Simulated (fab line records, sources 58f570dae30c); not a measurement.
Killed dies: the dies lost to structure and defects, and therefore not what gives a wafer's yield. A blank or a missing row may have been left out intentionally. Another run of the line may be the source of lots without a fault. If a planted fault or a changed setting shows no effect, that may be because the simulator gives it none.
A struck lot beside a sound one / flow berkeley_cmos170 / 26 out of 331 route steps
Sound: wafers L401.1, L401.4, L401.5. Wafers L409.1, L409.2, L409.3 were the ones struck. At the end, the cause is stated.
At each step with rows: each side's tool, then ch and its chambers, then its first start. Under that, the readings that differ: sound wafers / struck wafers / difference of the means / sigmas: that difference in standard deviations of wafers without a fault.
alike: same words and numbers on both sides, and readings whose means sit less than 2 such deviations apart. not compared: any withheld reading, any reading some wafer has no value for, any bound like >300 that may hide the same value, and any number with overlapping values for which the record gives no deviation.
The two part at a step that has a row with sigmas, a row that says differs or no value, or rows on one side only. When numbers do not overlap yet have no deviation, they are printed without sigmas and do not part them. A reading missing from all wafers of one side parts the sides only when that side holds two or more wafers.

first, 3 steps without rows for these wafers: UCB170_PVT_EXPOSE_03 (exposes mask NWELL, target cd 3000 nm); UCB170_PVT_PEB_04; UCB170_PVT_DEVELOP_05 (develop time 45 s).
UCB170_PVT_OVL_MEAS_06:
  struck on overlay-01, day 8 17:21; sound on overlay-01, day 6 16:36
  alike: PVT_OVL
following that, these wafers have no rows for 1 step: UCB170_PVT_IMPLANT_07.
UCB170_PVT_STRIP_08: strips in O2.
  sound on plasma_asher-03 ch 0,1, day 6 16:47; struck on plasma_asher-03 ch 0,1, day 8 17:32
  alike: drypump_motor_current_A, oes_product_au, strip_time_to_endpoint_s
  not compared: rf_hours_counter_h
UCB170_PVT_TW_MEAS_09:
  struck on film_metro-02, day 8 17:38; sound on film_metro-02, day 6 16:53
  alike: PVT_TW
then, 1 step without rows for these wafers: UCB170_GATE_WET_ETCH_00 (etches SiO2 in dHF, time 200 s).
UCB170_FIELD_THK_MEAS_91:
  struck on film_metro-01, day 8 17:46; sound on film_metro-04, day 6 17:49
  alike: FIELD_OXIDE_LEFT_2_THK
then, 1 step without rows for these wafers: UCB170_GATE_OXIDATION_01 (target thk 6.6 nm, ox time 1800 s).
UCB170_GATE_THK_MEAS_02:
  struck on film_metro-03, day 8 22:26; sound on film_metro-02, day 6 21:42
  alike: GATE_OXIDE_THK
then, 1 step without rows for these wafers: UCB170_GATE_ANNEAL_03 (time 1800 s).
UCB170_GATE_CVD_04: deposits poly-Si from SiH4, time 1440 s, target thk 214 nm.
  sound on lpcvd-02 ch 0, day 6 23:49; struck on lpcvd-01 ch 0, day 9 08:24
  alike: pressure_mtorr
UCB170_GATE_THK_MEAS_05:
  struck on film_metro-03, day 9 09:48; sound on film_metro-03, day 7 01:13
reading=GATE_POLY_THK (nm); sound=214.8 216.7 216.1; struck=427.5 430.2 426.7; difference=+212.3; sigmas=+99 or more
then, 6 steps without rows for these wafers: UCB170_GATE_COAT_06; UCB170_GATE_COAT_07 (resist thk 900 nm); UCB170_GATE_SOFTBAKE_08 (time 60 s); UCB170_GATE_EXPOSE_09 (exposes mask POLY, target cd 350 nm); UCB170_GATE_PEB_10; UCB170_GATE_DEVELOP_11 (develop time 45 s).
UCB170_GATE_CD_MEAS_12: target cd 350 nm.
  struck on cd_sem-02, day 9 10:46; sound on cd_sem-01, day 7 03:05
reading=cd_nm (nm); sound=348.8 347.2 347.3; struck=351.7 351.1 352.2; difference=+3.9; sigmas=+2
UCB170_GATE_OVL_MEAS_13:
  struck on overlay-01, day 9 10:53; sound on overlay-01, day 7 03:12
  alike: GATE_OVL
UCB170_GATE_ETCH_14: etches BARC in N2/H2.
  sound on rie_diel-03 ch 0,1,3, day 7 03:14; struck on rie_diel-04 ch 0,2,3, day 9 10:55
  alike: drypump_motor_current_A, oes_product_au, rf_fwd_power_W, throttle_valve_pct
UCB170_GATE_ETCH_15: etches poly-Si in HBr/Cl2, stops on SiO2, time 56.3 s, target depth 278.2 nm.
  sound on rie_si-01 ch 1,3, day 7 03:17; struck on rie_si-01 ch 0,2,3, day 9 10:58
reading=oes_product_au (a.u.); sound=0.829 0.841 0.834; struck=1.011 1.016 0.987; difference=+0.170; sigmas=+18
reading=model.etch.depth_nm (nm); sound=214.9 216.8 216.2; struck=283.5 284.7 276; difference=+65.4; sigmas=
reading=model.GATE.feature_depth_nm (nm); sound=214.9 216.8 216.3; struck=283.5 284.7 276; difference=+65.4; sigmas=
  alike: drypump_motor_current_A, rf_fwd_power_W, throttle_valve_pct
  not compared: rf_hours_counter_h
UCB170_GATE_STRIP_16: strips in O2.
  sound on plasma_asher-03 ch 0,1, day 7 03:19; struck on plasma_asher-01 ch 0,1, day 9 11:01
reading=model.poly-Si_of_GATE_CVD_04.thk_nm (nm); sound=214.5 216.4 215.9; struck=427.2 430 426.4; difference=+212.3; sigmas=
  alike: drypump_motor_current_A, oes_product_au
  not compared: rf_hours_counter_h
UCB170_GATE_CD_MEAS_90: target cd 350 nm.
  struck on cd_sem-02, day 9 11:07; sound on cd_sem-02, day 7 03:25
reading=cd_nm (nm); sound=349.0 348.3 347.9; struck=351.8 351.6 351.5; difference=+3.2; sigmas=+2

== WHERE THEY PART ==
At UCB170_GATE_THK_MEAS_05 first; at UCB170_GATE_CD_MEAS_90 last (within this record only).

WHY: the cause the simulator had injected
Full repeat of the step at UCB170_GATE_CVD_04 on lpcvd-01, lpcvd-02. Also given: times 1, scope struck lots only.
